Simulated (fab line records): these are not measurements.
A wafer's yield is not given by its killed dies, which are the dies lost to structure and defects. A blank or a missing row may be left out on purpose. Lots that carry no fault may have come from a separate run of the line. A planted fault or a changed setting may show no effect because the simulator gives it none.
The same fault as seen by 2 desks :: flow berkeley_cmos170 :: each desk has only its own numbers; what lay behind them comes last

THE TOOL OWNER'S DESK: pvd_sputter-03
The tool's own readings at UCB170_M2_SPUTTER_01 (material Al, target thk 900 nm, time 120 s): means of the sampled wafers that have a number, for each lot that ran on this tool. The brackets show how far a lot's mean lies from the usual mean; more than 4 standard deviations puts the lot out of limits, marked OUT.
Columns: A = throttle_valve_pct at UCB170_M2_SPUTTER_01, usual 30.0 %
lot: L833
first seen here: day 9 05:35
A: 29.9

lot: L836
first seen here: day 9 10:56
A: 30.0

lot: L840
first seen here: day 10 12:22
A: 30.1

lot: L842
first seen here: day 11 00:39
A: 30.1

lot: L851
first seen here: day 13 13:30
A: 30.9
This desk's finding: nothing out of limits on any of the 5 lots.

THE METROLOGY DESK
What the gauges read for every lot (on any tool): the sampled wafers with a number, averaged. The brackets show how far a lot's mean lies from the usual mean; more than 4 standard deviations puts the lot out of limits, marked OUT.
Columns: A = M2_AL_RS at UCB170_M2_RS_MEAS_02, usual 0.0323 ohm/sq; B = M2_AL_THK at UCB170_M2_THK_MEAS_03, usual 904 nm
lot: L832
first seen here: day 8 13:02
A: 0.0320
B: 913

lot: L833
first seen here: day 9 05:41
A: 0.0322
B: 906

lot: L834
first seen here: day 9 08:30
A: 0.0327
B: 889

lot: L836
first seen here: day 9 11:03
A: 0.0320
B: 905

lot: L838
first seen here: day 10 11:08
A: 0.0326
B: 893

lot: L840
first seen here: day 10 12:26
A: 0.0303
B: 964 (+4.3) OUT

lot: L839
first seen here: day 10 15:05
A: 0.0320
B: 911

lot: L842
first seen here: day 11 00:44
A: 0.0306
B: 946

lot: L844
first seen here: day 11 09:49
A: 0.0321
B: 905

lot: L845
first seen here: day 12 02:20
A: 0.0328
B: 892

lot: L850
first seen here: day 12 23:19
A: 0.0321
B: 907

lot: L853
first seen here: day 13 13:16
A: 0.0321
B: 912

lot: L851
first seen here: day 13 13:36
A: 0.0323
B: 907

lot: L854
first seen here: day 13 23:14
A: 0.0328
B: 891
Per this desk, out of limits: L840; the first was L840, day 10 12:34 (M2_AL_THK at UCB170_M2_THK_MEAS_03). In limits: L832, L833, L834, L836, L838, L839, L842, L844, L845, L850, L853, L851, L854.

PUT TOGETHER
At day 10 12:34 the metrology desk could have sounded an alarm, on L840.
The tool owner's desk saw nothing out of limits.
On record at the tool owner's desk: L840, within its limits.
Of the lots named, all ran UCB170_M2_SPUTTER_01 on pvd_sputter-03.

WHAT WAS PUT IN BY THE SIMULATOR
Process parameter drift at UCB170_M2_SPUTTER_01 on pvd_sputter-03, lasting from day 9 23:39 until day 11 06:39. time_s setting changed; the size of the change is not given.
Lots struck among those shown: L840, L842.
Per desk, hours elapsed from the start of the fault to the first reading out of limits: for the metrology desk, 13.
